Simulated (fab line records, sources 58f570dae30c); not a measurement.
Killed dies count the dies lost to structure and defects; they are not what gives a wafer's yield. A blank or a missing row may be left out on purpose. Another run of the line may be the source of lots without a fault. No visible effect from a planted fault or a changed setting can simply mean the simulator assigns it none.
A sampling plan put to the test / flow berkeley-cmos170 / one line in one fab, 15 faults in these records, each fault weighed on the records of the lots it struck
The plan consists of the line's own looks: route steps at which the wafer is read by a gauge or an inspection but not changed. Where struck wafers have a number at a look and the file lists that look's usual mean and standard deviation on fault-free wafers, the look can be judged. Caught: the struck wafers' mean, at a look after the fault's first step, is 4 or more of those standard deviations (sigma) away from the usual mean. On the tool: the fault's steps, tested the same way using the tool's own readings. If the struck wafers alone have a blank record, or they carry another recipe, that too counts as caught.

## THE FAULTS, as the simulator had put them in
1. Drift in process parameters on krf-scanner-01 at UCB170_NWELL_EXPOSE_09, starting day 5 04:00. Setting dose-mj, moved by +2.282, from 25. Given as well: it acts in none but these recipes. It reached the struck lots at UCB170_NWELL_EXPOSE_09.
2. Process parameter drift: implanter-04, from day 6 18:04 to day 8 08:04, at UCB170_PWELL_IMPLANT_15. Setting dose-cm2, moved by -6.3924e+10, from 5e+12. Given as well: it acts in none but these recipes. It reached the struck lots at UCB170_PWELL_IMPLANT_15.
3. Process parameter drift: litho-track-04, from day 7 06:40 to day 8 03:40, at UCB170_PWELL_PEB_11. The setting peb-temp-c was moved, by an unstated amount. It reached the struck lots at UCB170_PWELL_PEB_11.
4. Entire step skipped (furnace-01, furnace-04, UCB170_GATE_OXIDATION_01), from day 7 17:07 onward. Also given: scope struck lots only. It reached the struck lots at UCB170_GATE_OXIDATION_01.
5. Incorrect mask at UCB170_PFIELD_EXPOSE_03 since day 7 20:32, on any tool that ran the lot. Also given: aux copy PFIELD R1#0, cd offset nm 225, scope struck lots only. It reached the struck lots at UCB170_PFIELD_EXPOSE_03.
6. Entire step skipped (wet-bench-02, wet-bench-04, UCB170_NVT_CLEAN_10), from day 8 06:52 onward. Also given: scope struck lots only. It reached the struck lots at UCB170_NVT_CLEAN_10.
7. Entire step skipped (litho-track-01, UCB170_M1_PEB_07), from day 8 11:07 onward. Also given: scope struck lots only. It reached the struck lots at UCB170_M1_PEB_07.
8. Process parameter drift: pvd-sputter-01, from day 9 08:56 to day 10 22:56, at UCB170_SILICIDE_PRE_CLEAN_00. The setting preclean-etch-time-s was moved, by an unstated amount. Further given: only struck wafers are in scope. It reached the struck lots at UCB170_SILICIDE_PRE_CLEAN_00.
9. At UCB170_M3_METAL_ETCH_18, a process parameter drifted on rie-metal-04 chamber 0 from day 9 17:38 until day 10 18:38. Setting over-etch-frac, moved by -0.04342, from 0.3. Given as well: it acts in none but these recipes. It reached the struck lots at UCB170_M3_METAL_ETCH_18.
10. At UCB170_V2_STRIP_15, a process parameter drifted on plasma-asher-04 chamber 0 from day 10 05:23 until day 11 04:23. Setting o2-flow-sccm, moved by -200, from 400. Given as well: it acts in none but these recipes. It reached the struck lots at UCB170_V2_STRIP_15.
11. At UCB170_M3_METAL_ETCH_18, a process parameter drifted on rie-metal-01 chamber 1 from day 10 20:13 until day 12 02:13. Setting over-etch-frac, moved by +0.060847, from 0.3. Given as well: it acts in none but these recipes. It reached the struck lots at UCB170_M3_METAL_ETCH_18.
12. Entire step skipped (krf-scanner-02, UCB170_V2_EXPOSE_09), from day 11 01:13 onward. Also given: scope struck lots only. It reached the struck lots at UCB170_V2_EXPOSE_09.
13. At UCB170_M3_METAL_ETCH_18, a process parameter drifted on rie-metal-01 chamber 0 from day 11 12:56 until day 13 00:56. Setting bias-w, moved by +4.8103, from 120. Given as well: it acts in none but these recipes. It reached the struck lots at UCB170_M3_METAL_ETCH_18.
14. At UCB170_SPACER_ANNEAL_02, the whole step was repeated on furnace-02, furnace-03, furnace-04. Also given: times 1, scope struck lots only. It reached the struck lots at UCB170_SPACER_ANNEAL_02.
15. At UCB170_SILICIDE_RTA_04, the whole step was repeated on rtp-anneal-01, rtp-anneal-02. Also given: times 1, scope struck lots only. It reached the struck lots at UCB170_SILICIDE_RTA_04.

## WHAT THE PLAN SAW
fault=1; on the tool itself=exposure-dose-mJ-cm2 +94 sigma; first look that catches it=none of the 2 looks that can be judged after it; reading, sigma=-; median hours from its first step to that look=-; hours from the fault's start to the first struck lot there=-; judged looks passed uncaught=2
fault=2; on the tool itself=dose-ions-cm2 -12 sigma; first look that catches it=none of the 3 looks that can be judged after it; reading, sigma=-; median hours from its first step to that look=-; hours from the fault's start to the first struck lot there=-; judged looks passed uncaught=3
fault=3; on the tool itself=heater-power-total-W -50 sigma; first look that catches it=none of the 2 looks that can be judged after it; reading, sigma=-; median hours from its first step to that look=-; hours from the fault's start to the first struck lot there=-; judged looks passed uncaught=2
fault=4; on the tool itself=the tool's record is blank for the struck wafers; first look that catches it=no look after it can be judged; reading, sigma=-; median hours from its first step to that look=-; hours from the fault's start to the first struck lot there=-; judged looks passed uncaught=0
fault=5; on the tool itself=under 2 sigma; first look that catches it=no look after it can be judged; reading, sigma=-; median hours from its first step to that look=-; hours from the fault's start to the first struck lot there=-; judged looks passed uncaught=0
fault=6; on the tool itself=the tool's record is blank for the struck wafers; first look that catches it=no look after it can be judged; reading, sigma=-; median hours from its first step to that look=-; hours from the fault's start to the first struck lot there=-; judged looks passed uncaught=0
fault=7; on the tool itself=the tool's record is blank for the struck wafers; first look that catches it=no look after it can be judged; reading, sigma=-; median hours from its first step to that look=-; hours from the fault's start to the first struck lot there=-; judged looks passed uncaught=0
fault=8; on the tool itself=no reading that can be judged; first look that catches it=no look after it can be judged; reading, sigma=-; median hours from its first step to that look=-; hours from the fault's start to the first struck lot there=-; judged looks passed uncaught=0
fault=9; on the tool itself=under 2 sigma; first look that catches it=no look after it can be judged; reading, sigma=-; median hours from its first step to that look=-; hours from the fault's start to the first struck lot there=-; judged looks passed uncaught=0
fault=10; on the tool itself=o2-flow-sccm -99 or beyond sigma; first look that catches it=not the one look that can be judged after it; reading, sigma=-; median hours from its first step to that look=-; hours from the fault's start to the first struck lot there=-; judged looks passed uncaught=1
fault=11; on the tool itself=under 2 sigma; first look that catches it=no look after it can be judged; reading, sigma=-; median hours from its first step to that look=-; hours from the fault's start to the first struck lot there=-; judged looks passed uncaught=0
fault=12; on the tool itself=no reading that can be judged; first look that catches it=no look after it can be judged; reading, sigma=-; median hours from its first step to that look=-; hours from the fault's start to the first struck lot there=-; judged looks passed uncaught=0
fault=13; on the tool itself=bias-w +12 sigma; first look that catches it=no look after it can be judged; reading, sigma=-; median hours from its first step to that look=-; hours from the fault's start to the first struck lot there=-; judged looks passed uncaught=0
fault=14; on the tool itself=under 2 sigma; first look that catches it=no look after it can be judged; reading, sigma=-; median hours from its first step to that look=-; hours from the fault's start to the first struck lot there=-; judged looks passed uncaught=0
fault=15; on the tool itself=under 2 sigma; first look that catches it=no look after it can be judged; reading, sigma=-; median hours from its first step to that look=-; hours from the fault's start to the first struck lot there=-; judged looks passed uncaught=0
A dash: the fault is not caught, or the number is missing from these records.

Caught at a look: 0 of 15. Caught on the tool: 8 of 15. By one or the other: 8 of 15.
Faults 1, 2, 3, 4, 6, 7, 10, 13 were caught on the tool alone.
Caught by neither: faults 5, 8, 9, 11, 12, 14, 15.
